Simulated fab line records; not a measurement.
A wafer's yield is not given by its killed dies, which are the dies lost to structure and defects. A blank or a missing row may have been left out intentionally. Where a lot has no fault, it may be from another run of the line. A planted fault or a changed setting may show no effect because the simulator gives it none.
Split-lot trial	flow berkeley cmos170	23 wafers read from 5 lots, route of 331 steps

## SPLIT DETAILS
At UCB170_NVT_IMPLANT_07, the setting dose cm2 was moved away from the recipe's 3e+12 on 11 of the 23 wafers read, by -7.4% to +4.0%. The other wafers ran this setting at the recipe's value.

## FROM SPLIT TO READING: 1 step shown by the file between the two
- UCB170_NVT_STRIP_08: strips in O2

## THE READING
NVT_TW, at UCB170_NVT_TW_MEAS_09. Fault-free wafers of this fab line usually give 530, standard deviation 4.6.

wafer	tool, chamber at the split	dose cm2 as run	against the recipe	NVT_TW	against lot-mates on the recipe
L074.2	implanter-02, 0	3e+12	recipe	535	-
L074.4	implanter-02, 0	3e+12	recipe	534	-
L074.6	implanter-02, 0	3e+12	recipe	533	-
L078.1	implanter-02, 0	3e+12	recipe	532	-
L078.2	implanter-02, 0	3.119e+12	+4.0%	540	+7
L078.3	implanter-02, 0	3.119e+12	+4.0%	540	+7
L078.5	implanter-02, 0	3e+12	recipe	534	-
L078.6	implanter-02, 0	3.119e+12	+4.0%	538	+5
L079.1	implanter-01, 0	2.851e+12	-5.0%	523	-8
L079.3	implanter-01, 0	3e+12	recipe	532	-
L079.4	implanter-01, 0	3e+12	recipe	531	-
L079.5	implanter-01, 0	3e+12	recipe	530	-
L079.6	implanter-01, 0	2.851e+12	-5.0%	523	-8
L084.1	implanter-03, 0	3.076e+12	+2.5%	537	+6
L084.3	implanter-03, 0	3e+12	recipe	532	-
L084.4	implanter-03, 0	3.076e+12	+2.5%	537	+6
L084.5	implanter-03, 0	3e+12	recipe	530	-
L084.6	implanter-03, 0	3.076e+12	+2.5%	535	+4
L085.1	implanter-02, 0	3e+12	recipe	531	-
L085.2	implanter-02, 0	3e+12	recipe	529	-
L085.3	implanter-02, 0	2.777e+12	-7.4%	517	-13
L085.4	implanter-02, 0	2.777e+12	-7.4%	518	-12
L085.6	implanter-02, 0	2.777e+12	-7.4%	519	-11

THE FIT
A straight line over all 23 wafers: NVT_TW changes by +1.85 for each +1% of dose cm2; r = +0.98; the points scatter about the line by 1.5.
The same after taking each lot's own level away (the mean of its wafers on the recipe; 23 wafers): +1.65 for each +1%; r = +0.99; scatter 1.
That fit puts the effect of the largest move of dose cm2 on the reading at 12.
Across the lots, their own levels run from 530.0 to 534.0, a range of 0.9 times the standard deviation given above.
In other words, the slope is changed by the lot-to-lot level; the two fits disagree.
Check: -11.9 against its lot-mates is what the line predicts for one of the wafers moved furthest among these (-7.4%) when that wafer is left out of the fit. It came out at -13 against them.

## OTHER SPLITS APPLIED TO THESE WAFERS
These wafers also went through other splits before the reading. Each is held against what the fit with the lots' levels taken away leaves over:
other split on the same wafers	wafers away from the commonest value	r with NVT_TW (lot level and that fit taken away)
UCB170_ZERO_COAT_01 resist thk nm	6	-0.14
UCB170_NWELL_CVD_04 time s	15	-0.09
UCB170_NWELL_ETCH_13 over etch frac	5	+0.11
UCB170_PWELL_CVD_05 sih2cl2 flow sccm	15	+0.14
UCB170_ACTIVE_EXPOSE_10 dose mj	9	-0.06

## FILE'S OWN FIT
NVT_TW changes by +1.63 for each +1% of dose cm2, r = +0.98.
